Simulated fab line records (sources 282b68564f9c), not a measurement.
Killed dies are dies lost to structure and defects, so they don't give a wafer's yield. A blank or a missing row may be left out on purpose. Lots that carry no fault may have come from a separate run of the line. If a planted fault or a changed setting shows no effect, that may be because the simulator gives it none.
One fault through the eyes of 2 desks | flow rit-cmos | only its own numbers are on each desk; what lay behind them is given at the end

## TOOL OWNER'S DESK, furnace-03
The tool's own readings at RIT_FOX1_OXIDATION_00 (target thk 350.7 nm, ox time 1130 s): means of the sampled wafers that have a number, for each lot that ran on this tool. If a lot's mean is further than 4 standard deviations from the usual mean, the lot is out of limits and carries the mark OUT (the distance appears in the brackets).
Columns: A = spike-tc-centre-C at RIT_FOX1_OXIDATION_00, usual 1102.4 C; B = spike-tc-load-C at RIT_FOX1_OXIDATION_00, usual 1128 C; C = spike-tc-source-C at RIT_FOX1_OXIDATION_00, usual 1127 C; D = tube-center-temp-C at RIT_FOX1_OXIDATION_00, usual 1100 C; E = tube_center_temp_C_max at RIT_FOX1_OXIDATION_00, usual 1102.8
lot  | first seen here | A                | B               | C               | D                      | E
L709 | day 2 07:10     | 1103.4           | 1130            | 1128            | 1100                   | 1102.8
L712 | day 2 18:45     | 1103.2           | 1129            | 1128            | 1100                   | 1102.4
L718 | day 4 05:14     | 1104.3           | 1129            | 1128            | 1100                   | 1102.5
L719 | day 4 13:52     | 1103.6           | 1130            | 1129            | 1100                   | 1102.8
L720 | day 4 13:52     | 1103.8           | 1130            | 1128            | 1100                   | 1102.6
L721 | day 4 20:59     | 1128.9 (+16) OUT | 1156 (+8.9) OUT | 1153 (+7.3) OUT | 1125 (+99 or more) OUT | 1127.5 (+56) OUT
L722 | day 5 00:41     | 1128.0 (+15) OUT | 1155 (+8.8) OUT | 1155 (+7.7) OUT | 1125 (+99 or more) OUT | 1127.9 (+57) OUT
Finding of this desk: L721, L722 out of limits; the first was L721 at day 4 20:59, on spike-tc-centre-C at RIT_FOX1_OXIDATION_00. L709, L712, L718, L719, L720: within limits.

## THE METROLOGY DESK
Lot by lot, what the gauges showed, no matter which tool ran the lot: averages of those sampled wafers that carry a number. If a lot's mean is further than 4 standard deviations from the usual mean, the lot is out of limits and carries the mark OUT (the distance appears in the brackets).
Columns: A = FOX1_OXIDE_THK at RIT_FOX1_THK_MEAS_01, usual 351 nm
lot  | first seen here | A
L707 | day 1 19:48     | 343
L708 | day 2 01:37     | 349
L709 | day 2 08:31     | 346
L711 | day 2 16:48     | 356
L712 | day 2 20:05     | 350
L714 | day 3 14:28     | 347
L715 | day 3 14:28     | 346
L718 | day 4 06:34     | 352
L719 | day 4 15:11     | 350
L720 | day 4 15:12     | 357
L721 | day 4 22:18     | 396 (+8.5) OUT
L722 | day 5 02:00     | 398 (+8.9) OUT
L724 | day 5 09:28     | 357
L725 | day 5 17:55     | 347
This desk reports L721, L722 out of limits; the earliest was L721 at day 4 22:18 (FOX1_OXIDE_THK at RIT_FOX1_THK_MEAS_01). L707, L708, L709, L711, L712, L714, L715, L718, L719, L720, L724, L725: within limits.

## TAKEN TOGETHER
On L721, L722, at day 4 20:59, an alarm was possible from the tool owner's desk.
On L721, L722, the metrology desk was in a position to raise an alarm at day 4 22:18.
RIT_FOX1_OXIDATION_00 was run on furnace-03 by each of the lots named.

## WHAT THE SIMULATOR HAD PUT IN
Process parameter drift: furnace-03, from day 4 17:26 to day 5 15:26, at RIT_FOX1_OXIDATION_00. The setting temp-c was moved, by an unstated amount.
Struck lots among those shown: L721, L722.
Fault start to first reading out of limits, in hours, per desk: tool owner, 4; metrology, 5.
